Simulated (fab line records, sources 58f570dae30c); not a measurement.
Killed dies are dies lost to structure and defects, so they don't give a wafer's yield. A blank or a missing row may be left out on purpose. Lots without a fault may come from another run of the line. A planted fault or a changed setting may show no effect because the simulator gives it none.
Chamber matching | flow berkeley_cmos170 | UCB170_M1_ETCH_11 on rie_diel-01: 4 sister chambers
The step etches BARC in N2/H2. 4 wafers are shown with their chamber, then 7 later ones without.

WAFERS WITH THEIR CHAMBER
wafer  | chamber | throttle_valve_pct (%)
L668.3 | 0       | 13.44
L675.2 | 1       | 13.16
L675.4 | 2       | 13.40
L676.4 | 3       | 13.25

WAFERS WITHOUT THEIR CHAMBER
wafer  | throttle_valve_pct (%)
L676.5 | 13.40
L677.2 | 13.38
L677.4 | 13.46
L677.5 | 13.41
L679.1 | 13.15
L679.3 | 13.41
L679.5 | 13.16

WHICH CHAMBER EACH WENT THROUGH
wafer  | from the rows above     | in truth
L676.5 | 2                       | 2
L677.2 | 2                       | 2
L677.4 | 0                       | 0
L677.5 | can't be placed: 2 or 0 | 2
L679.1 | 1                       | 1
L679.3 | can't be placed: 2 or 0 | 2
L679.5 | 1                       | 1
Placed correctly: 5 of 7. Can't be placed from these rows: 2 (the true chamber is among the candidates in 2). Placed wrongly: 0.
How it was worked out, from the rows above alone: a wafer's distance from a chamber is the root of the sum, over the readings, of the square of ((its reading less the chamber's mean) divided by the reading's scatter). The wafer belongs to the nearest chamber; if the next one is less than 2 further off, it can't be placed. A chamber's mean is the mean of its shown wafers. The scatter: with one shown wafer a chamber, the root of the mean of the squares of how far each hidden wafer lies from its nearest shown one.
